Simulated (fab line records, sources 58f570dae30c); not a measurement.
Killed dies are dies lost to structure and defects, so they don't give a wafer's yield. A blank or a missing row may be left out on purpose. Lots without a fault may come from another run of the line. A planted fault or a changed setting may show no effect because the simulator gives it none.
fab line records | flow berkeley_cmos170
record lots=5 wafers=15 last_day=10
route steps=331 shown NVT@113 PVT@115 GATE@125 FIELD@126 PLDD@145
lots that met no fault: from a run of the same line without faults
start_h: hours from the record's first day to the start of the lot's first wafer shown | wait_h: hours since the lot's step before | " the same as in the row above | L1.1+2: a row that stands for several wafers | - no value, or no start given | * or withheld: withheld | < > ~ a bound
route shown NAME@n: a module of which the file shows steps, and the number in the route of the first | usual: mean/standard deviation of fault-free wafers | same: alike in all rows | chamber/n: place in a boat | sites: the reading at each site | _std_site: their standard deviation | _edge_site: outer sites' mean less inner sites' | radius_mm: how far each site lies from the wafer's centre | mask NAME#n: copy n | behind: the tool/chamber that last shaped the wafer | hold: why the lot was held/for how many hours/how that ended | device: the transistor (n, p or np) that didn't switch | end of line: the same wafers' tests at the end of the route | a step without rows: its recipe alone | killed: dies lost to structure and defects at the first sort, not the wafer's yield | map: a wafer's dies, x killed, . not, _ none there
set.NAME: the setting as run; set.NAME@STEP: as run at that earlier step | model.NAME: the simulator's own value behind a step, which no gauge read
lots at some steps of the route; a table a step, a row a wafer
services: from which hour (start_h, from the record's first day; less than 0 if before it) a tool's chamber was out of use, for how many hours, and why
## steps
# step UCB170_NVT_TW_MEAS_09
# usual NVT_TW=526.9/2.4
# columns lot.wafer tool chamber start_h wait_h NVT_TW
L075.3 film_metro-03 - 116.05 0.1 528.6
L075.5 " - " " 526.2
L075.6 " - " " 528.0
L076.1 film_metro-03 - 116.33 0.1 529.0
L076.2 " - " " 529.1
L076.3 " - " " 528.0
L079.2 film_metro-01 - 138.32 0.1 529.0
L079.4 " - " " 526.0
L079.6 " - " " 525.8
L086.1 film_metro-02 - 179.47 0.1 527.1
L086.3 " - " " 529.2
L086.5 " - " " 530.0
L087.3 film_metro-03 - 179.67 0.1 523.8
L087.4 " - " " 526.4
L087.5 " - " " 527.0
# step UCB170_NVT_CLEAN_10
# recipe chemistry=SPM temp_c=120 time_s=600
# columns lot.wafer tool chamber start_h wait_h
L075.3+5+6 wet_bench-03 3 116.27 0.2
L076.1+2+3 wet_bench-03 3 116.62 0.3
L079.2+4+6 wet_bench-01 2 138.92 0.6
L086.1+3+5 wet_bench-01 3 179.53 0.1
L087.3+4+5 wet_bench-01 2 179.72 0.0
# step UCB170_PVT_HMDS_00
# recipe prime_time_s=60 prime_temp_c=100
# same prime_time_s=60
# columns lot.wafer tool chamber start_h wait_h
L075.3+5+6 litho_track-04 0 116.67 0.1
L076.1+2+3 litho_track-04 0 117.07 0.1
L079.2+4+6 litho_track-03 0 139.24 0.1
L086.1+3+5 litho_track-03 0 179.72 0.0
L087.3+4+5 litho_track-02 0 180.06 0.1
# step UCB170_PVT_COAT_01
# recipe resist=KrF spin_rpm=1500 resist_thk_nm=900
# usual spin_speed_rpm=1500.0/1
# columns lot.wafer tool chamber start_h wait_h spin_speed_rpm
L075.3 litho_track-04 0 116.82 0.1 1499.4
L075.5 " 0 " " 1499.2
L075.6 " 0 " " 1501.9
L076.1 litho_track-04 0 117.22 0.1 1499.7
L076.2 " 0 " " 1500.2
L076.3 " 0 " " 1500.8
L079.2 litho_track-03 0 139.39 0.1 1499.9
L079.4 " 0 " " 1499.6
L079.6 " 0 " " 1501.1
L086.1 litho_track-03 0 179.87 0.1 1499.8
L086.3 " 0 " " 1500.2
L086.5 " 0 " " 1499.0
L087.3 litho_track-02 0 180.21 0.1 1499.5
L087.4 " 0 " " 1499.5
L087.5 " 0 " " 1500.0
# step UCB170_PVT_SOFTBAKE_02
# recipe resist=KrF temp_c=130 time_s=60
# columns lot.wafer tool chamber start_h wait_h
L075.3+5+6 litho_track-04 0 116.97 0.1
L076.1+2+3 litho_track-04 0 117.37 0.1
L079.2+4+6 litho_track-03 0 139.54 0.1
L086.1+3+5 litho_track-03 0 180.02 0.1
L087.3+4+5 litho_track-02 0 180.36 0.1
# step UCB170_PVT_EXPOSE_03
# recipe mask_id=NWELL target_cd_nm=3000 na=0.5 sigma_outer=0.6 source_shape=conventional dose_mj=30
# usual reticle_temp_C=23.03/0.1
# columns lot.wafer tool chamber start_h wait_h mask reticle_temp_C
L075.3 krf_scanner-02 0 117.23 0.2 NWELL#0 22.94
L075.5 " 0 " " NWELL#0 22.91
L075.6 " 0 " " NWELL#0 23.02
L076.1 krf_scanner-02 0 117.78 0.4 NWELL#0 23.08
L076.2 " 0 " " NWELL#0 22.86
L076.3 " 0 " " NWELL#0 22.92
L079.2 krf_scanner-01 0 139.88 0.3 NWELL#0 22.87
L079.4 " 0 " " NWELL#0 22.86
L079.6 " 0 " " NWELL#0 22.97
L086.1 krf_scanner-01 0 180.38 0.3 NWELL#0 22.98
L086.3 " 0 " " NWELL#0 22.90
L086.5 " 0 " " NWELL#0 22.98
L087.3 krf_scanner-01 0 180.53 0.1 NWELL#0 23.14
L087.4 " 0 " " NWELL#0 22.99
L087.5 " 0 " " NWELL#0 23.13
# step UCB170_PVT_PEB_04
# recipe peb_temp_c=130 peb_time_s=withheld resist=KrF
# columns lot.wafer tool chamber start_h wait_h
L075.3+5+6 litho_track-03 0 117.36 0.1
L076.1+2+3 litho_track-03 0 117.90 0.1
L079.2+4+6 litho_track-02 0 140.00 0.1
L086.1+3+5 litho_track-02 0 180.49 0.1
L087.3+4+5 litho_track-03 0 180.66 0.1
# step UCB170_PVT_DEVELOP_05
# recipe developer=TMAH develop_time_s=45 resist=KrF dev_temp_c=21
# columns lot.wafer tool chamber start_h wait_h
L075.3+5+6 litho_track-03 0 - -
L076.1+2+3 litho_track-03 0 - -
L079.2+4+6 litho_track-02 0 - -
L086.1+3+5 litho_track-02 0 - -
L087.3+4+5 litho_track-03 0 - -
# step UCB170_PVT_OVL_MEAS_06
# usual PVT_OVL=0/4.3
# columns lot.wafer tool chamber start_h wait_h PVT_OVL[nm]
L075.3 overlay-02 - 117.59 - 1
L075.5 " - " " 1
L075.6 " - " " -4
L076.1 overlay-01 - 118.17 - 4
L076.2 " - " " 3
L076.3 " - " " 3
L079.2 overlay-02 - 140.26 - 2
L079.4 " - " " 0
L079.6 " - " " -2
L086.1 overlay-02 - 180.77 - -6
L086.3 " - " " -1
L086.5 " - " " -1
L087.3 overlay-01 - 180.90 - 4
L087.4 " - " " -2
L087.5 " - " " 4
# step UCB170_PVT_IMPLANT_07
# recipe species=P dose_cm2=2e+12 energy_kev=30 tilt_deg=7.335
# usual beam_on_s=10.01/0.21
# columns lot.wafer tool chamber start_h wait_h beam_on_s
L075.3 implanter-03 0 117.67 0.1 9.66
L075.5 " 0 " " 10.31
L075.6 " 0 " " 9.83
L076.1 implanter-03 0 118.21 0.0 9.80
L076.2 " 0 " " 9.83
L076.3 " 0 " " 10.26
L079.2 implanter-03 0 140.32 0.0 10.04
L079.4 " 0 " " 10.18
L079.6 " 0 " " 9.94
L086.1 implanter-03 0 180.80 0.0 10.16
L086.3 " 0 " " 10.38
L086.5 " 0 " " 9.76
L087.3 implanter-04 0 180.97 0.1 9.99
L087.4 " 0 " " 10.05
L087.5 " 0 " " 9.82
# step UCB170_PVT_STRIP_08
# recipe chemistry=O2 power_w=400 pressure_mtorr=3500 platen_temp_c=withheld o2_flow_sccm=400 overash_fraction=0.5
# usual drypump_motor_current_A=5.6/0.48 oes_product_au=0.734/0.0046 strip_time_to_endpoint_s=21.67/0.063
# columns lot.wafer tool chamber start_h wait_h drypump_motor_current_A oes_product_au rf_hours_counter_h strip_time_to_endpoint_s
L075.3 plasma_asher-01 1 117.80 0.1 6.3 0.741 - 21.58
L075.5 " 0 " " 5.5 0.732 - 21.66
L075.6 " 1 " " 6.3 0.730 - 21.65
L076.1 plasma_asher-02 1 118.36 0.1 5.6 0.733 39 21.68
L076.2 " 0 " " 5.7 0.729 39 21.68
L076.3 " 1 " " 5.6 0.734 - 21.62
L079.2 plasma_asher-04 1 140.44 0.1 5.9 0.723 45 21.58
L079.4 " 0 " " 4.8 0.726 - 21.66
L079.6 " 1 " " 5.9 0.736 - 21.60
L086.1 plasma_asher-04 1 180.95 0.1 5.9 0.730 50 21.75
L086.3 " 1 " " 5.9 0.736 - 21.63
L086.5 " 1 " " 5.9 0.733 - 21.72
L087.3 plasma_asher-01 1 181.10 0.1 6.3 0.744 - 21.62
L087.4 " 0 " " 5.5 0.734 - 21.67
L087.5 " 1 " " 6.3 0.730 - 21.61
# step UCB170_PVT_TW_MEAS_09
# usual PVT_TW=509.0/2.8
# columns lot.wafer tool chamber start_h wait_h PVT_TW
L075.3 film_metro-02 - 117.89 0.1 511.2
L075.5 " - " " 510.2
L075.6 " - " " 510.5
L076.1 film_metro-02 - 118.46 0.1 510.8
L076.2 " - " " 510.3
L076.3 " - " " 508.9
L079.2 film_metro-04 - 140.55 0.1 502.1
L079.4 " - " " 502.6
L079.6 " - " " 504.1
L086.1 film_metro-02 - 181.05 0.1 508.0
L086.3 " - " " 512.9
L086.5 " - " " 511.8
L087.3 film_metro-03 - 181.19 0.1 513.0
L087.4 " - " " 508.7
L087.5 " - " " 507.5
# step UCB170_GATE_WET_ETCH_00
# recipe chemistry=dHF dilution=25:1 target=SiO2 temp_c=25 time_s=200
# columns lot.wafer tool chamber start_h wait_h
L075.3+5+6 wet_bench-03 2 117.93 0.0
L076.1+2+3 wet_bench-03 1 118.52 0.1
L079.2+4+6 wet_bench-02 1 140.60 0.0
L086.1+3+5 wet_bench-02 3 181.11 0.1
L087.3+4+5 wet_bench-02 0 181.23 0.0
# step UCB170_FIELD_THK_MEAS_91
# recipe reads=SiO2_of_FIELD_OXIDATION_01
# usual FIELD_OXIDE_LEFT_2_THK=352/13
# columns lot.wafer tool chamber start_h wait_h FIELD_OXIDE_LEFT_2_THK[nm]
L075.3 film_metro-03 - 118.08 0.0 347
L075.5 " - " " 331
L075.6 " - " " 348
L076.1 film_metro-03 - 118.58 0.0 346
L076.2 " - " " 346
L076.3 " - " " 350
L079.2 film_metro-02 - 140.74 0.0 358
L079.4 " - " " 364
L079.6 " - " " 356
L086.1 film_metro-04 - 181.18 0.0 350
L086.3 " - " " 350
L086.5 " - " " 340
L087.3 film_metro-02 - 181.32 0.0 341
L087.4 " - " " 351
L087.5 " - " " 349
# step UCB170_GATE_OXIDATION_01
# recipe temp_c=850 ambient=O2 target_thk_a=66 ox_time_s=1800
# usual zone_power_centre_pct=40.9/1.8
# columns lot.wafer tool chamber start_h wait_h zone_power_centre_pct
L075.3 furnace-01 0 118.37 0.3 39.6
L075.5 " 0 " " 39.2
L075.6 " 0 " " 38.9
L076.1 furnace-01 0 122.45 3.9 38.7
L076.2 " 0 " " 39.1
L076.3 " 0 " " 38.6
L079.2 furnace-01 0 143.13 2.4 39.6
L079.4 " 0 " " 39.0
L079.6 " 0 " " 38.4
L086.1 furnace-04 0 186.25 5.1 42.2
L086.3 " 0 " " 42.5
L086.5 " 0 " " 42.6
L087.3 furnace-04 0 186.25 4.9 43.1
L087.4 " 0 " " 42.5
L087.5 " 0 " " 42.4
# step UCB170_GATE_THK_MEAS_02
# recipe reads=SiO2_of_GATE_OXIDATION_01
# usual GATE_OXIDE_THK=6.50/0.13
# columns lot.wafer tool chamber start_h wait_h GATE_OXIDE_THK[nm]
L075.3 film_metro-04 - 119.89 0.0 6.49
L075.5 " - " " 6.64
L075.6 " - " " 6.61
L076.1 film_metro-03 - 123.95 0.0 6.42
L076.2 " - " " 6.27
L076.3 " - " " 6.47
L079.2 film_metro-04 - 144.64 0.0 6.19
L079.4 " - " " 6.19
L079.6 " - " " 6.29
L086.1 film_metro-03 - 187.75 0.0 6.38
L086.3 " - " " 6.41
L086.5 " - " " 6.40
L087.3 film_metro-04 - 187.83 0.1 6.45
L087.4 " - " " 6.29
L087.5 " - " " 6.57
# step UCB170_GATE_ANNEAL_03
# recipe temp_c=900 time_s=1800 ambient=N2
# usual zone_power_centre_pct=44.4/1.8
# columns lot.wafer tool chamber start_h wait_h zone_power_centre_pct
L075.3 furnace-02 0 122.82 2.9 46.4
L075.5 " 0 " " 45.7
L075.6 " 0 " " 45.3
L076.1 furnace-01 0 126.78 2.8 42.0
L076.2 " 0 " " 41.8
L076.3 " 0 " " 42.7
L079.2 furnace-01 0 147.32 2.7 41.4
L079.4 " 0 " " 41.8
L079.6 " 0 " " 41.3
L086.1 furnace-02 0 193.13 5.4 46.0
L086.3 " 0 " " 46.3
L086.5 " 0 " " 46.1
L087.3 furnace-02 0 193.13 5.3 45.5
L087.4 " 0 " " 45.4
L087.5 " 0 " " 45.5
# step UCB170_GATE_CVD_04
# recipe material=poly-Si temp_c=610 precursor=SiH4 time_s=1440 pressure_mtorr=375 target_thk_nm=214 sih4_flow_sccm=120
# usual susceptor_temp_C=610.05/0.26 zone_power_centre_pct=29/3.8
# columns lot.wafer tool chamber start_h wait_h susceptor_temp_C zone_power_centre_pct
L075.3 lpcvd-01 1 124.32 0.0 610.09 33
L075.5 " 1 " " 610.08 33
L075.6 " 1 " " 609.82 33
L076.1 lpcvd-01 0 129.36 1.1 610.12 24
L076.2 " 0 " " 610.15 24
L076.3 " 0 " " 609.89 24
L079.2 lpcvd-02 1 150.34 1.5 609.98 33
L079.4 " 1 " " 610.09 32
L079.6 " 1 " " 610.49 33
L086.1 lpcvd-01 1 195.25 0.6 609.54 33
L086.3 " 1 " " 609.78 33
L086.5 " 1 " " 609.64 33
L087.3 lpcvd-01 1 195.25 0.6 609.65 33
L087.4 " 1 " " 609.74 33
L087.5 " 1 " " 610.35 33
# step UCB170_GATE_THK_MEAS_05
# recipe reads=poly-Si_of_GATE_CVD_04
# usual GATE_POLY_THK=213.5/2.2
# columns lot.wafer tool chamber start_h wait_h GATE_POLY_THK[nm]
L075.3 film_metro-04 - 125.74 0.0 216.1
L075.5 " - " " 214.8
L075.6 " - " " 215.1
L076.1 film_metro-04 - 130.76 0.0 212.1
L076.2 " - " " 210.3
L076.3 " - " " 213.2
L079.2 film_metro-03 - 151.75 0.0 213.8
L079.4 " - " " 213.4
L079.6 " - " " 212.1
L087.3 film_metro-04 - 196.67 0.0 209.0
L087.4 " - " " 210.8
L087.5 " - " " 208.4
L086.1 film_metro-01 - 196.71 0.1 214.2
L086.3 " - " " 215.2
L086.5 " - " " 214.7
# step UCB170_GATE_COAT_06
# recipe resist=BARC temp_c=withheld time_s=withheld spin_rpm=3000 resist_thk_nm=withheld
# usual spin_speed_rpm=3000.1/2
# columns lot.wafer tool chamber start_h wait_h spin_speed_rpm
L075.3 litho_track-02 0 126.44 0.7 2998.3
L075.5 " 0 " " 2995.6
L075.6 " 0 " " 3000.8
L076.1 litho_track-03 0 131.26 0.5 2998.2
L076.2 " 0 " " 3001.0
L076.3 " 0 " " 3001.6
L079.2 litho_track-03 0 152.50 0.7 3000.1
L079.4 " 0 " " 3001.2
L079.6 " 0 " " 2999.1
L087.3 litho_track-01 0 196.81 0.1 3000.2
L087.4 " 0 " " 3002.2
L087.5 " 0 " " 3002.7
L086.1 litho_track-03 0 197.16 0.4 3000.1
L086.3 " 0 " " 3001.6
L086.5 " 0 " " 3000.0
# step UCB170_GATE_COAT_07
# recipe resist=KrF spin_rpm=1529 resist_thk_nm=900
# usual spin_speed_rpm=1529.1/0.88
# columns lot.wafer tool chamber start_h wait_h spin_speed_rpm
L075.3 litho_track-02 0 - - 1528.6
L075.5 " 0 " " 1527.7
L075.6 " 0 " " 1529.9
L076.1 litho_track-03 0 - - 1528.7
L076.2 " 0 " " 1529.6
L076.3 " 0 " " 1530.8
L079.2 litho_track-03 0 - - 1528.9
L079.4 " 0 " " 1528.5
L079.6 " 0 " " 1529.9
L087.3 litho_track-01 0 - - 1528.1
L087.4 " 0 " " 1527.7
L087.5 " 0 " " 1530.0
L086.1 litho_track-03 0 - - 1529.4
L086.3 " 0 " " 1529.1
L086.5 " 0 " " 1529.1
# step UCB170_GATE_SOFTBAKE_08
# recipe resist=KrF temp_c=130 time_s=60
# columns lot.wafer tool chamber start_h wait_h
L075.3+5+6 litho_track-02 0 - -
L076.1+2+3 litho_track-03 0 - -
L079.2+4+6 litho_track-03 0 - -
L087.3+4+5 litho_track-01 0 - -
L086.1+3+5 litho_track-03 0 - -
# step UCB170_GATE_EXPOSE_09
# recipe mask_id=POLY target_cd_nm=350 na=0.5 sigma_outer=0.6 source_shape=conventional dose_mj=21
# usual reticle_temp_C=23.00/0.099
# columns lot.wafer tool chamber start_h wait_h mask reticle_temp_C
L075.3 krf_scanner-01 0 127.12 - POLY#0 22.97
L075.5 " 0 " " POLY#0 22.93
L075.6 " 0 " " POLY#0 22.96
L076.1 krf_scanner-01 0 131.83 - POLY#0 22.85
L076.2 " 0 " " POLY#0 22.82
L076.3 " 0 " " POLY#0 22.74
L079.2 krf_scanner-02 0 153.24 - POLY#0 23.04
L079.4 " 0 " " POLY#0 22.91
L079.6 " 0 " " POLY#0 22.97
L087.3 krf_scanner-02 0 197.44 - POLY#0 22.94
L087.4 " 0 " " POLY#0 23.08
L087.5 " 0 " " POLY#0 22.94
L086.1 krf_scanner-02 0 197.97 - POLY#0 23.13
L086.3 " 0 " " POLY#0 23.18
L086.5 " 0 " " POLY#0 23.13
# step UCB170_GATE_PEB_10
# recipe peb_temp_c=130 peb_time_s=withheld resist=KrF
# columns lot.wafer tool chamber start_h wait_h
L075.3+5+6 litho_track-03 0 127.28 0.1
L076.1+2+3 litho_track-02 0 131.95 0.1
L079.2+4+6 litho_track-01 0 153.81 0.5
L087.3+4+5 litho_track-01 0 197.71 0.2
L086.1+3+5 litho_track-02 0 198.33 0.3
# step UCB170_GATE_DEVELOP_11
# recipe developer=TMAH develop_time_s=45 resist=KrF dev_temp_c=21
# columns lot.wafer tool chamber start_h wait_h
L075.3+5+6 litho_track-03 0 - -
L076.1+2+3 litho_track-02 0 - -
L079.2+4+6 litho_track-01 0 - -
L087.3+4+5 litho_track-01 0 - -
L086.1+3+5 litho_track-02 0 - -
# step UCB170_GATE_CD_MEAS_12
# recipe target_cd_nm=350
# usual cd_nm=349.0/1.2
# columns lot.wafer tool chamber start_h wait_h cd_nm
L075.3 cd_sem-02 - 127.55 - 349.5
L075.5 " - " " 348.8
L075.6 " - " " 350.4
L076.1 cd_sem-02 - 132.26 - 350.7
L076.2 " - " " 350.2
L076.3 " - " " 350.0
L079.2 cd_sem-02 - 154.08 - 348.8
L079.4 " - " " 347.6
L079.6 " - " " 348.2
L087.3 cd_sem-02 - 197.97 - 349.1
L087.4 " - " " 347.7
L087.5 " - " " 348.7
L086.1 cd_sem-02 - 198.60 - 349.5
L086.3 " - " " 347.8
L086.5 " - " " 349.1
# step UCB170_GATE_OVL_MEAS_13
# usual GATE_OVL=-2/5.9
# columns lot.wafer tool chamber start_h wait_h GATE_OVL[nm]
L075.3 overlay-02 - 127.64 0.1 -8
L075.5 " - " " -7
L075.6 " - " " -5
L076.1 overlay-01 - 132.38 0.1 -6
L076.2 " - " " -3
L076.3 " - " " -10
L079.2 overlay-01 - 154.18 0.1 2
L079.4 " - " " -1
L079.6 " - " " 4
L087.3 overlay-02 - 198.07 0.1 1
L087.4 " - " " -3
L087.5 " - " " -4
L086.1 overlay-01 - 198.72 0.1 9
L086.3 " - " " 6
L086.5 " - " " 5
# step UCB170_GATE_ETCH_14
# recipe chemistry=N2/H2 target_depth_a=withheld overetch_a=withheld target=BARC time_s=withheld source_w=500 bias_w=100 pressure_mtorr=30 n2_flow_sccm=100 h2_flow_sccm=200
# usual drypump_motor_current_A=6.0/0.58 oes_product_au=1.003/0.027 throttle_valve_pct=13.28/0.17
# columns lot.wafer tool chamber start_h wait_h drypump_motor_current_A oes_product_au throttle_valve_pct
L075.3 rie_diel-04 3 127.66 0.0 6.7 1.021 13.26
L075.5 " 2 " " 6.7 1.047 13.58
L075.6 " 1 " " 5.5 0.960 13.16
L076.1 rie_diel-04 3 132.42 0.0 6.7 1.023 13.28
L076.2 " 1 " " 5.5 0.963 13.18
L076.3 " 2 " " 6.7 1.042 13.59
L079.2 rie_diel-04 2 154.21 0.0 6.8 1.031 13.58
L079.4 " 0 " " 6.2 1.031 13.37
L079.6 " 2 " " 6.8 1.045 13.60
L087.3 rie_diel-04 2 198.09 0.0 6.8 1.035 13.58
L087.4 " 0 " " 6.2 1.043 13.38
L087.5 " 1 " " 5.5 0.968 13.16
L086.1 rie_diel-01 3 198.76 0.0 5.1 1.000 13.32
L086.3 " 1 " " 5.0 1.018 13.35
L086.5 " 2 " " 6.0 0.965 13.30
# step UCB170_GATE_ETCH_15
# recipe chemistry=HBr/Cl2 target=poly-Si stop_on=SiO2 over_etch_frac=0.3 icp_w=300 bias_w=150 time_s=56.3 pressure_mtorr=15 HBr_flow_sccm=150 Cl2_flow_sccm=50 target_depth_a=2782
# usual HBr_flow_sccm=150.0/0.43 drypump_motor_current_A=5.9/0.55 mfc_cl2_sccm=50.01/0.14 oes_product_au=0.831/0.0084 throttle_valve_pct=26.54/0.2
# columns lot.wafer tool chamber start_h wait_h HBr_flow_sccm drypump_motor_current_A mfc_cl2_sccm oes_product_au rf_hours_counter_h throttle_valve_pct
L075.3 rie_si-01 1 127.70 - 150.3 6.3 50.07 0.836 95 26.63
L075.5 " 1 " " 150.5 6.3 50.11 0.834 - 26.63
L075.6 " 2 " " 149.4 5.9 49.86 0.820 - 26.49
L076.1 rie_si-01 1 132.46 - 150.3 6.4 50.07 0.830 95 26.62
L076.2 " 3 " " 150.4 5.1 50.10 0.819 2 26.55
L076.3 " 2 " " 149.9 5.9 49.98 0.822 0 26.48
L079.2 rie_si-01 0 154.26 - 150.2 5.2 50.09 0.835 21 26.56
L079.4 " 3 " " 150.2 5.0 50.08 0.836 2 26.58
L079.6 " 3 " " 150.1 5.0 50.08 0.833 - 26.56
L087.3 rie_si-02 1 198.13 - 150.1 5.8 50.24 0.811 85 26.66
L087.4 " 2 " " 149.9 6.4 49.92 0.816 1 26.83
L087.5 " 2 " " 149.6 6.4 49.99 0.809 - 26.83
L086.1 rie_si-02 3 198.80 - 149.8 6.4 50.12 0.840 59 26.49
L086.3 " 0 " " 149.9 6.5 49.84 0.844 59 26.04
L086.5 " 3 " " 149.6 6.5 50.10 0.838 - 26.48
# step UCB170_GATE_STRIP_16
# recipe chemistry=O2 power_w=400 pressure_mtorr=3500 platen_temp_c=withheld o2_flow_sccm=400 overash_fraction=0.5
# usual drypump_motor_current_A=5.5/0.38 oes_product_au=0.724/0.0047
# columns lot.wafer tool chamber start_h wait_h drypump_motor_current_A oes_product_au rf_hours_counter_h
L075.3 plasma_asher-02 0 127.79 0.1 5.7 0.728 -
L075.5 " 0 " " 5.7 0.725 -
L075.6 " 1 " " 5.6 0.728 -
L076.1 plasma_asher-02 0 132.51 0.0 5.7 0.732 41
L076.2 " 1 " " 5.6 0.724 41
L076.3 " 0 " " 5.7 0.725 -
L079.2 plasma_asher-04 0 154.30 0.0 4.8 0.723 47
L079.4 " 1 " " 5.9 0.723 -
L079.6 " 0 " " 4.8 0.726 -
L087.3 plasma_asher-02 1 198.21 0.1 5.6 0.726 -
L087.4 " 0 " " 5.7 0.728 -
L087.5 " 1 " " 5.6 0.736 -
L086.1 plasma_asher-02 0 198.85 0.0 5.7 0.728 49
L086.3 " 0 " " 5.7 0.726 -
L086.5 " 0 " " 5.7 0.723 -
# step UCB170_GATE_CD_MEAS_90
# recipe target_cd_nm=350
# usual cd_nm=349.2/1.4
# columns lot.wafer tool chamber start_h wait_h cd_nm
L075.3 cd_sem-01 - 127.89 0.1 350.0
L075.5 " - " " 350.5
L075.6 " - " " 350.6
L076.1 cd_sem-01 - 132.61 0.1 350.5
L076.2 " - " " 349.4
L076.3 " - " " 350.8
L079.2 cd_sem-02 - 154.42 0.1 349.4
L079.4 " - " " 347.3
L079.6 " - " " 348.6
L087.3 cd_sem-02 - 198.32 0.1 349.5
L087.4 " - " " 348.0
L087.5 " - " " 347.9
L086.1 cd_sem-01 - 198.95 0.1 349.9
L086.3 " - " " 347.8
L086.5 " - " " 349.0
# step UCB170_GATE_CLEAN_17
# recipe chemistry=SPM temp_c=120 time_s=600
# columns lot.wafer tool chamber start_h wait_h
L075.3+5+6 wet_bench-03 2 127.97 0.1
L076.1+2+3 wet_bench-03 0 132.73 0.1
L079.2+4+6 wet_bench-01 1 154.52 0.1
L087.3+4+5 wet_bench-01 1 198.40 0.1
L086.1+3+5 wet_bench-02 1 199.07 0.1
# step UCB170_PLDD_HMDS_00
# recipe prime_time_s=60 prime_temp_c=100
# same prime_time_s=60
# columns lot.wafer tool chamber start_h wait_h
L075.3+5+6 litho_track-01 0 128.20 0.1
L076.1+2+3 litho_track-01 0 132.91 0.0
L079.2+4+6 litho_track-02 0 155.20 0.5
L087.3+4+5 litho_track-01 0 198.71 0.1
L086.1+3+5 litho_track-02 0 199.26 0.0
# step UCB170_PLDD_COAT_01
# recipe resist=KrF spin_rpm=1500 resist_thk_nm=900
# usual spin_speed_rpm=1500.1/0.96
# columns lot.wafer tool chamber start_h wait_h spin_speed_rpm
L075.3 litho_track-01 0 128.35 0.1 1500.9
L075.5 " 0 " " 1501.2
L075.6 " 0 " " 1499.9
L076.1 litho_track-01 0 133.06 0.1 1500.8
L076.2 " 0 " " 1500.4
L076.3 " 0 " " 1500.2
L079.2 litho_track-02 0 155.35 0.1 1500.3
L079.4 " 0 " " 1500.8
L079.6 " 0 " " 1500.1
L087.3 litho_track-01 0 198.86 0.1 1499.6
L087.4 " 0 " " 1499.8
L087.5 " 0 " " 1502.9
L086.1 litho_track-02 0 199.41 0.1 1499.2
L086.3 " 0 " " 1500.0
L086.5 " 0 " " 1500.2
# step UCB170_PLDD_SOFTBAKE_02
# recipe resist=KrF temp_c=130 time_s=60
# columns lot.wafer tool chamber start_h wait_h
L075.3+5+6 litho_track-01 0 128.50 0.1
L076.1+2+3 litho_track-01 0 133.21 0.1
L079.2+4+6 litho_track-02 0 155.50 0.1
L087.3+4+5 litho_track-01 0 199.01 0.1
L086.1+3+5 litho_track-02 0 199.56 0.1
# step UCB170_PLDD_EXPOSE_03
# recipe mask_id=PSELECT na=0.5 sigma_outer=0.6 source_shape=conventional target_cd_nm=1200 dose_mj=30
# usual reticle_temp_C=23.00/0.099
# columns lot.wafer tool chamber start_h wait_h mask reticle_temp_C
L075.3 krf_scanner-02 0 128.64 0.1 PSELECT#0 22.95
L075.5 " 0 " " PSELECT#0 22.92
L075.6 " 0 " " PSELECT#0 22.94
L076.1 krf_scanner-01 0 133.48 0.2 PSELECT#0 23.08
L076.2 " 0 " " PSELECT#0 23.05
L076.3 " 0 " " PSELECT#0 23.04
L079.2 krf_scanner-01 0 155.89 0.4 PSELECT#0 23.07
L079.4 " 0 " " PSELECT#0 22.97
L079.6 " 0 " " PSELECT#0 22.88
L087.3 krf_scanner-02 0 199.27 0.2 PSELECT#0 23.10
L087.4 " 0 " " PSELECT#0 23.13
L087.5 " 0 " " PSELECT#0 22.96
L086.1 krf_scanner-02 0 199.93 0.3 PSELECT#0 22.92
L086.3 " 0 " " PSELECT#0 22.85
L086.5 " 0 " " PSELECT#0 22.80
# step UCB170_PLDD_PEB_04
# recipe peb_temp_c=130 peb_time_s=withheld resist=KrF
# columns lot.wafer tool chamber start_h wait_h
L075.3+5+6 litho_track-01 0 128.76 0.1
L076.1+2+3 litho_track-01 0 133.60 0.1
L079.2+4+6 litho_track-01 0 156.71 0.8
L087.3+4+5 litho_track-01 0 199.43 0.1
L086.1+3+5 litho_track-02 0 200.05 0.1
# step UCB170_PLDD_DEVELOP_05
# recipe developer=TMAH develop_time_s=45 resist=KrF dev_temp_c=21
# columns lot.wafer tool chamber start_h wait_h
L075.3+5+6 litho_track-01 0 - -
L076.1+2+3 litho_track-01 0 - -
L079.2+4+6 litho_track-01 0 - -
L087.3+4+5 litho_track-01 0 - -
L086.1+3+5 litho_track-02 0 - -
# step UCB170_PLDD_CD_MEAS_06
# recipe target_cd_nm=1200
# usual cd_nm=1200.1/1.2
# columns lot.wafer tool chamber start_h wait_h cd_nm
L075.3 cd_sem-02 - 129.03 - 1201.4
L075.5 " - " " 1201.7
L075.6 " - " " 1201.5
L076.1 cd_sem-01 - 133.87 - 1201.5
L076.2 " - " " 1199.6
L076.3 " - " " 1199.9
L079.2 cd_sem-02 - 156.98 - 1201.0
L079.4 " - " " 1198.7
L079.6 " - " " 1198.7
L087.3 cd_sem-01 - 199.70 - 1199.7
L087.4 " - " " 1199.3
L087.5 " - " " 1200.5
L086.1 cd_sem-01 - 200.32 - 1200.1
L086.3 " - " " 1200.0
L086.5 " - " " 1200.0
# step UCB170_PLDD_OVL_MEAS_07
# usual PLDD_OVL=4/6.2
# columns lot.wafer tool chamber start_h wait_h PLDD_OVL[nm]
L075.3 overlay-02 - 129.12 0.1 1
L075.5 " - " " 16
L075.6 " - " " 16
L076.1 overlay-01 - 133.99 0.1 6
L076.2 " - " " 6
L076.3 " - " " 7
L079.2 overlay-02 - 157.08 0.1 -2
L079.4 " - " " -1
L079.6 " - " " -6
L087.3 overlay-01 - 199.79 0.1 -7
L087.4 " - " " -3
L087.5 " - " " -12
L086.1 overlay-01 - 200.44 0.1 4
L086.3 " - " " 3
L086.5 " - " " 14
## services
# columns tool chamber start_h hours kind
krf_scanner-02 - 92.69 0.8 pm
krf_scanner-02 - 93.86 1.0 pm
rie_si-01 - 97.59 21.4 repair
krf_scanner-01 - 101.55 1.0 pm
rie_diel-04 2 105.89 11.8 repair
plasma_asher-01 - 108.75 9.0 pm
furnace-01 - 110.56 4.6 pm
krf_scanner-02 - 110.59 0.3 repair
krf_scanner-01 - 114.10 0.8 pm
krf_scanner-02 - 115.66 1.1 repair
krf_scanner-01 0 118.46 - calibration
furnace-04 - 120.92 4.0 pm
krf_scanner-01 - 124.83 1.3 pm
rie_diel-04 0 130.58 8.8 repair
rie_si-02 2 136.97 1.0 repair
lpcvd-01 - 137.38 6.0 pm
rie_si-02 - 137.46 14.9 repair
rie_diel-01 0 140.39 6.4 repair
rie_si-02 0 143.62 8.4 repair
furnace-02 - 145.05 3.4 pm
krf_scanner-02 - 156.34 1.3 pm
lpcvd-02 - 157.37 0.7 repair
implanter-04 - 183.02 1.8 repair
rie_si-02 - 189.21 2.8 pm
## key
fault none
